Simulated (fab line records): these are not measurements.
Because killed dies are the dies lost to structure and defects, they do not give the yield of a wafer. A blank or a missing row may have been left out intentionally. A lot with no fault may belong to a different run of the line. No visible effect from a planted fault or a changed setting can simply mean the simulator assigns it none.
Problem report, 8D (eight disciplines) form, completed by code :: flow berkeleyCmos170 :: the parts of the form that need people (team, actions taken, sign-off) are left out

## 1. WHAT IS WRONG
PWELL_NITRIDE_THK at UCB170_PWELL_THK_MEAS_06 reads a mean of 126.0 nm on 6 wafers of 2 lots; wafers without a fault read 219.7 nm with a standard deviation of 2.4. That puts it -39 standard deviations away from the usual mean.
First observed at day 5 08:16: wafer L453.1, on filmMetro-04. The record has a number at this step for 42 wafers belonging to 14 lots. By rule, "out" or "out of limits" means more than 4 standard deviations away from the usual mean. The other wafers with a number count as sound.

## 2. WHAT IT IS AND WHAT IT IS NOT
question: which readings at this step
is: PWELL_NITRIDE_THK
is not: -

question: which lots
is: L453, L455
is not: L443, L446, L450, L451, L452, L454, L457, L458, L459, L464, L465, L466

question: which wafers of those lots
is: all that have a number
is not: -

question: read on which gauges
is: filmMetro-04
is not: filmMetro-01, filmMetro-02

question: when
is: from day 5 08:16
is not: up to then (15 sound wafers); but 21 sound wafers of L454, L457, L458, L459, L464, L465, L466 came after

## 3. SUSPECTS, AND WHAT RULES EACH OUT
Counting: any tool at a process step up to the reading is kept as a suspect provided that every lot that is out went through it and no sound lot did after the first of them.
- the gauge at UCB170_PWELL_THK_MEAS_06 is ruled out. All the wafers that are out were read on filmMetro-04, but those of them that UCB170_PWELL_ETCH_14 has rows for are out there too, on other tools.
- lpcvd-02 at UCB170_PWELL_CVD_05 (deposits Si3N4 from SiH2Cl2/NH3, target thk 220 nm, time 3300 s): kept. It processed each lot that is out, first L453 at day 5 05:23, and no sound lot thereafter; up to then, the last sound lot it processed was L451 at day 4 17:18.
After counting, what remains is lpcvd-02 at UCB170_PWELL_CVD_05.

## 4. THE CAUSE (what the simulator had put in)
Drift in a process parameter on lpcvd-02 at UCB170_PWELL_CVD_05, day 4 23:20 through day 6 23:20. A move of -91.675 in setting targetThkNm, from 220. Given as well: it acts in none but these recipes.
Only this tool survived the counting.

## 5. THE CHAIN OF EFFECTS, in route order
Each row: a reading whose mean over the struck wafers that have a number lies more than 3 standard deviations from the usual. Scope: only readings with a usual standard deviation given in the record; hours: median across lots of the time from each lot's start at the first step in this table that gives one to its start at this step; sigmas: change in usual standard deviations.
hours: 0
step: UCB170_PWELL_THK_MEAS_06
reading: PWELL_NITRIDE_THK
usual: 219.7 nm
on struck wafers: 126.0
change: -93.7
sigmas: -39

hours: 1
step: UCB170_PWELL_ETCH_14
reading: oesProductAu
usual: 0.939 a.u.
on struck wafers: 0.695
change: -0.244
sigmas: -17
Here are the process steps it includes:
- UCB170_PWELL_ETCH_14: etches Si3N4 in CH3F/Ar/O2, stops on SiO2, target depth 242 nm, time 151 s.

## 6. WHAT WOULD HAVE CAUGHT IT SOONER
The first out-of-limits reading at a measuring or inspecting step in this record came at day 5 08:16, 9 hours after the fault's start at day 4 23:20.
Tool readings at UCB170_PWELL_CVD_05 with a usual standard deviation given in the record: none out on any struck wafer, hence no alarm at a limit of 4 standard deviations on them.
L455, from the lots that are out (2), started UCB170_PWELL_CVD_05 on lpcvd-02 later than day 5 08:16. It would have been spared by a hold on the tool at that moment.
